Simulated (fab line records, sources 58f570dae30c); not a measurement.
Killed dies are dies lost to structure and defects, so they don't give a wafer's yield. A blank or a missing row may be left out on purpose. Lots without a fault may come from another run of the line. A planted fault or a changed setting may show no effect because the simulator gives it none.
Problem report in the 8D (eight disciplines) form, filled by code | flow berkeley_cmos170 | the parts of the form that need people (team, actions taken, sign-off) are left out

1. THE PROBLEM
strip_time_to_endpoint_s at UCB170_PWELL_STRIP_16 reads a mean of 18.79 s on 1 wafer of 1 lot; wafers without a fault read 18.12 s with a standard deviation of 0.14. That is +4.8 standard deviations from the usual mean.
The step: strips in O2.
First seen on wafer L460.5, day 6 06:56, on plasma_asher-01. The record holds 39 wafers of 13 lots with a number at this step. Rule for "out", or "out of limits": more than 4 standard deviations from the usual mean. The other wafers with a number count as sound.

2. WHAT IT IS AND WHAT IT IS NOT
question                    | is                       | is not
which readings at this step | strip_time_to_endpoint_s | drypump_motor_current_A, oes_product_au
which lots                  | L460                     | L444, L446, L447, L449, L452, L455, L456, L457, L459, L464, L466, L467
which wafers of those lots  | L460.5                   | L460.4, L460.6
read on which tools         | plasma_asher-01          | plasma_asher-02, plasma_asher-04
when                        | from day 6 06:56         | up to then (29 sound wafers); but 9 sound wafers of L464, L466, L467 came after

3. SUSPECTS, AND WHAT RULES EACH OUT
Counting: a tool at a process step up to the reading stays a suspect if it ran every lot that is out. Sound lots after the first of them don't rule it out here, since some wafers of a struck lot are sound.
- rie_diel-02 at UCB170_PWELL_ETCH_14 (etches Si3N4 in CH3F/Ar/O2, stops on SiO2, target depth 242 nm, time 151 s): kept. It ran the lot that is out, L460 (day 6 06:39); its last sound lot up to then is L455 (day 5 22:20).
- plasma_asher-01 at UCB170_PWELL_STRIP_16 (strips in O2): kept. It ran the lot that is out, L460 (day 6 06:56); its last sound lot up to then is L446 (day 4 06:31). Its own readings are out on those wafers: strip_time_to_endpoint_s.
- Within rie_diel-02 at UCB170_PWELL_ETCH_14: the wafers that are out ran in chamber 3; their sound lot-mates ran in chambers 1, 2.
Left after counting: rie_diel-02 at UCB170_PWELL_ETCH_14, plasma_asher-01 at UCB170_PWELL_STRIP_16.

4. THE CAUSE (what the simulator had put in)
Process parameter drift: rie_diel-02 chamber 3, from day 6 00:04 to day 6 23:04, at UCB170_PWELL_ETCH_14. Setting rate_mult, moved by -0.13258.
Counting left 2 suspects, and this tool is among them.

5. THE CHAIN OF EFFECTS, in route order
Each row: a reading whose mean over the struck wafers that have a number lies more than 3 standard deviations from the usual. Only readings for which the record gives a usual standard deviation are gone through. hours: the time from each lot's start at the first step in this table that gives one to its start at this step, as a median over the lots. sigmas: the change in usual standard deviations.
hours | step                  | reading                  | usual   | on struck wafers | change | sigmas
0     | UCB170_PWELL_STRIP_16 | strip_time_to_endpoint_s | 18.12 s | 18.79            | +0.67  | +4.8
The process steps in it:
- UCB170_PWELL_STRIP_16: strips in O2.
Later measuring or inspecting steps at which every struck wafer that the step has a row for has a number for every such reading, and none has moved that far: UCB170_V2_CD_MEAS_12, UCB170_M3_CD_MEAS_90.

6. WHAT WOULD HAVE CAUGHT IT SOONER
In this record the first reading out of limits was taken at day 6 06:56, 7 hours after the fault began at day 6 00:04.
Of the tool readings at UCB170_PWELL_ETCH_14 for which the record gives a usual standard deviation, none was out on any struck wafer, so an alarm limit of 4 standard deviations on them would not have fired.
All the lots that are out (1) had begun UCB170_PWELL_ETCH_14 on rie_diel-02 by day 6 06:56. A hold on the tool at that time would have spared none of them.
